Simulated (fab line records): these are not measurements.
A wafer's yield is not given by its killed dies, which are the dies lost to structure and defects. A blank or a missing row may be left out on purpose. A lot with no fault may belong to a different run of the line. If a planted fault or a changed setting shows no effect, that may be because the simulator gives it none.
Code-filled problem report in 8D (eight disciplines) form    flow rit_cmos    the parts of the form that need people (team, actions taken, sign-off) are left out

## 1. THE PROBLEM
exposure_dose_mJ_cm2 at RIT_CONTACT_EXPOSE_05 reads a mean of 248.52 on 3 wafers of 1 lot; wafers without a fault read 249.92 with a standard deviation of 0.26. Measured from the usual mean, that is -5.4 standard deviations.
The step: exposes mask M11, target cd 1000 nm.
Earliest sighting: wafer L910.3 on iline_stepper-01 at day 7 03:53. Wafers with a number at this step in the record: 39, from 13 lots. Rule for "out", or "out of limits": more than 4 standard deviations from the usual mean. The rest of the wafers with a number are treated as sound.

## 2. WHAT IT IS AND WHAT IT IS NOT
question                     is                      is not
which readings at this step  exposure_dose_mJ_cm2    focus_offset_nm
which lots                   L910                    L891, L892, L893, L894, L895, L896, L897, L898, L899, L900, L901, L907
which wafers of those lots   all that have a number  -
read on which tools          iline_stepper-01        iline_stepper-02
when                         from day 7 03:53        up to then (36 sound wafers)

## 3. SUSPECTS, AND WHAT RULES EACH OUT
Counting: a tool at a process step up to the reading stays a suspect if it ran every lot that is out and no sound lot after the first of them.
- iline_stepper-01 at RIT_CONTACT_EXPOSE_05 (exposes mask M11, target cd 1000 nm): kept. It ran the lot that is out, L910 (day 7 03:53), and no sound lot after that; its last sound lot up to then is L897 (day 4 08:13). Its own exposure_dose_mJ_cm2 readings are out on those wafers.
The count leaves iline_stepper-01 at RIT_CONTACT_EXPOSE_05.

## 4. THE CAUSE (what the simulator had put in)
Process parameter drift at RIT_CONTACT_EXPOSE_05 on iline_stepper-01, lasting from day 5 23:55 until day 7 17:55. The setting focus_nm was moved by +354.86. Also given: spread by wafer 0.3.
Only this tool survived the counting.

## 5. SEQUENCE OF EFFECTS, ordered by route
Each row: a reading whose mean over the struck wafers that have a number lies more than 3 standard deviations from the usual. Scope: only readings with a usual standard deviation given in the record; hours: median across lots of the time from each lot's start at the first step in this table that gives one to its start at this step; sigmas: change in usual standard deviations.
hours  step                   reading               usual   on struck wafers  change  sigmas
0      RIT_CONTACT_EXPOSE_05  exposure_dose_mJ_cm2  249.92  248.52            -1.40   -5.4
The process steps in it:
- RIT_CONTACT_EXPOSE_05: exposes mask M11, target cd 1000 nm.
At these later measuring or inspecting steps, every struck wafer for which the step has a row has a number for every such reading, and none has moved that far: RIT_M1_CD_MEAS_09.

## 6. WHAT WOULD HAVE CAUGHT IT SOONER
The fault began at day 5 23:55; the first out-of-limits reading in this record came at day 7 03:53, 28 hours later.
